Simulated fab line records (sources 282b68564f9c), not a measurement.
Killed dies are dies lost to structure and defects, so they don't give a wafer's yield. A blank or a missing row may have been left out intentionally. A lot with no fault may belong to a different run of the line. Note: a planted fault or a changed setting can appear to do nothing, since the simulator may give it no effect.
What tool caused it?    flow rit_cmos    14 lots, 42 wafers sampled, at 2 steps of a route of 202

== WHAT THE GAUGES READ, wafer by wafer ==
RIT_SDANNEAL_RS_MEAS_05: a four-point-probe measurement. Usual: for NSD_RS the level is 84.52 ohm/sq and the standard deviation is 0.29.
lot   measured     on             NSD_RS (ohm/sq)    flag
L204  day 3 12:41  film_metro-02  84.38 84.15 84.27  
L206  day 3 15:01  film_metro-02  84.90 84.42 84.28  
L207  day 4 01:45  film_metro-04  84.61 84.52 84.71  
L209  day 4 08:39  film_metro-04  84.69 84.52 84.45  
L212  day 4 20:32  film_metro-04  84.17 84.19 83.85  
L213  day 5 06:03  film_metro-02  84.51 84.55 84.25  
L215  day 5 10:23  film_metro-04  84.67 84.73 84.50  
L216  day 5 19:29  film_metro-02  84.72 84.34 84.64  
L217  day 6 02:41  film_metro-02  - - -              OFF
L218  day 6 12:36  film_metro-02  84.65 84.64 84.59  
L219  day 6 17:55  film_metro-02  84.64 84.73 84.93  
L220  day 6 18:07  film_metro-04  - - -              OFF
L222  day 7 15:07  film_metro-02  84.25 84.28 84.38  
L226  day 8 13:38  film_metro-03  84.32 84.44 84.78  

== EACH LOT AND THE TOOL THAT RAN IT (in order: tool; ch and the chambers of the sampled wafers; start) ==
lot   RIT_NSD_IMPLANT_08
L204  implanter-04 ch 0, day 3 09:59
L206  implanter-02 ch 0, day 3 12:39
L207  implanter-04 ch 0, day 3 23:04
L209  implanter-04 ch 0, day 4 06:18
L212  implanter-04 ch 0, day 4 18:11
L213  implanter-02 ch 0, day 5 03:41
L215  implanter-02 ch 0, day 5 08:01
L216  implanter-02 ch 0, day 5 16:59
L217  implanter-02 ch 0, day 6 00:19
L218  implanter-04 ch 0, day 6 10:07
L219  implanter-03 ch 0, day 6 15:12
L220  implanter-02 ch 0, day 6 15:35
L222  implanter-04 ch 0, day 7 12:38
L226  implanter-03 ch 0, day 8 11:16
- RIT_NSD_IMPLANT_08

== AS READ BY THE TOOLS THEMSELVES (means over the sampled wafers that have a number; for cases with no such wafer, the mark the record gives instead) ==
The record holds no such reading with a usual standard deviation.

== THE ANSWER, worked out from the rows above alone ==
Rule: a lot is off if the mean of its wafers that have a number lies more than 3 standard deviations from the usual mean. A lot without any number at a reading at which 4 lots or more have one is off too. The other lots that the step has rows for count as sound. Order of review: gauges by route order, followed by the tools' own readings, for which a lot's mean as printed above is used. The first step at which some lot is off is used, and at that step the reading that is off furthest; a lot without a number counts as furthest.
Off: at RIT_SDANNEAL_RS_MEAS_05 (NSD_RS), L217, L220. Without a number there: L217, L220.
A tool fits if, at a process step before that reading, it ran every lot that is off, and no sound lot after the first of them. Gauges at RIT_SDANNEAL_RS_MEAS_05: tried the same way as those tools. One fits: implanter-02 at RIT_NSD_IMPLANT_08. Its last sound lot is L216 (day 5 16:59), its first lot that is off L217 (day 6 00:19): a fault that began between those two fits.

== WHAT WAS PUT IN BY THE SIMULATOR ==
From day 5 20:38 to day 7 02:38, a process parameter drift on implanter-02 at RIT_NSD_IMPLANT_08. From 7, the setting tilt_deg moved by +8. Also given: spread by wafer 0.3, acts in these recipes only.
Lots struck among those shown: L217, L220. The rule above reached the same finding.
